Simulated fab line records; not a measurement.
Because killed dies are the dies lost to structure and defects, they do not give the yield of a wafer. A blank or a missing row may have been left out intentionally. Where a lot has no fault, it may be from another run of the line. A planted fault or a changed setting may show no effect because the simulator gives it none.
Tool commonality check + flow berkeley-cmos170 + 14 lots, 42 wafers sampled

## REASON FOR OPENING
At UCB170_PWELL_TW_MEAS_17 the reading PWELL_TW is flagged on 2 of 14 lots. Fault-free wafers read 376, with a standard deviation of 3.
Rule: a lot is flagged in two cases, either no wafer of it has a number, or all its wafers with numbers fall more than 4 standard deviations from that mean. All remaining lots are regarded as sound.

| lot  | measured    | on            | PWELL_TW, wafer by wafer | flag    |
|------|-------------|---------------|--------------------------|---------|
| L712 | day 3 04:58 | film-metro-03 | 379 375 378              |         |
| L713 | day 3 11:22 | film-metro-01 | 371 372 372              |         |
| L714 | day 3 11:30 | film-metro-01 | 373 371 373              |         |
| L716 | day 4 04:50 | film-metro-03 | 378 377 379              |         |
| L717 | day 4 05:09 | film-metro-03 | 378 379 377              |         |
| L718 | day 4 14:32 | film-metro-04 | 377 377 380              |         |
| L719 | day 4 14:49 | film-metro-01 | 371 369 370              |         |
| L722 | day 5 12:50 | film-metro-01 | 370 372 369              |         |
| L723 | day 5 18:15 | film-metro-04 | 360 359 362              | FLAGGED |
| L724 | day 6 02:25 | film-metro-04 | 372 374 374              |         |
| L725 | day 6 02:39 | film-metro-04 | 357 356 355              | FLAGGED |
| L729 | day 7 05:32 | film-metro-04 | 374 376 374              |         |
| L731 | day 7 16:10 | film-metro-04 | 375 373 374              |         |
| L735 | day 8 01:26 | film-metro-04 | 377 379 378              |         |
On average the flagged lots' numbers are 358, which is -18 against the usual, or -6 standard deviations.

## EACH LOT AND THE TOOL IT RAN ON
Before the reading, the record contains 2 process steps out of a 331-step route. Cell contents, in order: the tool; ch with the chambers the sampled wafers went through; the start.
| lot  | flag    | UCB170_ZERO_ETCH_06               | UCB170_PWELL_IMPLANT_15        |
|------|---------|-----------------------------------|--------------------------------|
| L712 |         | rie-diel-03 ch 0,3, day 1 18:29   | implanter-04 ch 0, day 3 04:43 |
| L713 |         | rie-diel-01 ch 0,1,3, day 2 04:02 | implanter-04 ch 0, day 3 11:02 |
| L714 |         | rie-diel-03 ch 0,1,3, day 2 03:58 | implanter-03 ch 0, day 3 11:15 |
| L716 |         | rie-diel-03 ch 0,1,2, day 2 15:54 | implanter-03 ch 0, day 4 04:35 |
| L717 |         | rie-diel-02 ch 0,3, day 2 20:46   | implanter-04 ch 0, day 4 04:56 |
| L718 |         | rie-diel-01 ch 2,3, day 3 04:53   | implanter-04 ch 0, day 4 14:17 |
| L719 |         | rie-diel-01 ch 0,2,3, day 3 08:42 | implanter-03 ch 0, day 4 14:34 |
| L722 |         | rie-diel-02 ch 2,3, day 3 20:59   | implanter-04 ch 0, day 5 12:35 |
| L723 | FLAGGED | rie-diel-03 ch 0,3, day 4 05:52   | implanter-04 ch 0, day 5 18:00 |
| L724 |         | rie-diel-02 ch 0,1, day 4 12:17   | implanter-03 ch 0, day 6 02:12 |
| L725 | FLAGGED | rie-diel-03 ch 1,2,3, day 4 12:20 | implanter-04 ch 0, day 6 02:24 |
| L729 |         | rie-diel-01 ch 0,2,3, day 5 13:43 | implanter-03 ch 0, day 7 05:19 |
| L731 |         | rie-diel-01 ch 1,2,3, day 5 22:19 | implanter-03 ch 0, day 7 15:55 |
| L735 |         | rie-diel-03 ch 1,2, day 6 17:43   | implanter-03 ch 0, day 8 01:13 |
These steps, and what they do:
- UCB170_ZERO_ETCH_06: etches SiO2 in CHF3/CF4/Ar, time 12 s.
- UCB170_PWELL_IMPLANT_15
- UCB170_PWELL_TW_MEAS_17

## FLAGGED AGAINST TOTAL, ONE TOOL AT A TIME (gauges that did the reading follow at the end)
| step                    | tool          | lots run | flagged | share of the flagged lots | sound lots run after its first flagged lot |
|-------------------------|---------------|----------|---------|---------------------------|--------------------------------------------|
| UCB170_ZERO_ETCH_06     | rie-diel-01   | 5        | 0       | none                      | -                                          |
| UCB170_ZERO_ETCH_06     | rie-diel-02   | 3        | 0       | none                      | -                                          |
| UCB170_ZERO_ETCH_06     | rie-diel-03   | 6        | 2       | all                       | 1 (L735)                                   |
| UCB170_PWELL_IMPLANT_15 | implanter-03  | 7        | 0       | none                      | -                                          |
| UCB170_PWELL_IMPLANT_15 | implanter-04  | 7        | 2       | all                       | 0                                          |
| UCB170_PWELL_TW_MEAS_17 | film-metro-01 | 4        | 0       | none                      | -                                          |
| UCB170_PWELL_TW_MEAS_17 | film-metro-03 | 3        | 0       | none                      | -                                          |
| UCB170_PWELL_TW_MEAS_17 | film-metro-04 | 7        | 2       | all                       | 4 (L724,L729,L731,L735)                    |

## WHAT THE TABLE PERMITS
All flagged lots were run by 3 table rows, namely rie-diel-03 at UCB170_ZERO_ETCH_06, implanter-04 at UCB170_PWELL_IMPLANT_15, film-metro-04 at UCB170_PWELL_TW_MEAS_17.
- rie-diel-03 at UCB170_ZERO_ETCH_06 ran 6 lots, 2 of them flagged. Lots that were sound ran on it after the first flagged one (L735); a persistent fault on the entire tool would not allow that.
- implanter-04 at UCB170_PWELL_IMPLANT_15 ran 7 lots, 2 of them flagged. A fault beginning between L722 (day 5 12:35), its last sound lot, and L723 (day 5 18:00), its first flagged one, fits the data. Its own readings lie more than 4 standard deviations out on every wafer of the flagged lots: beam-energy-keV.
- film-metro-04 at UCB170_PWELL_TW_MEAS_17 ran 7 lots, 2 of them flagged. Lots that were sound ran on it after the first flagged one (L724, L729, L731, L735); a persistent fault on the entire tool would not allow that.
Just one tool remains: implanter-04 at UCB170_PWELL_IMPLANT_15.

## WHAT THE SIMULATOR HAD INSERTED
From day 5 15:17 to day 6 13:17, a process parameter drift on implanter-04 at UCB170_PWELL_IMPLANT_15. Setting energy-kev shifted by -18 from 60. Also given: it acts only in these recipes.
Struck lots among those shown: L723, L725. The rule above reached the same finding.
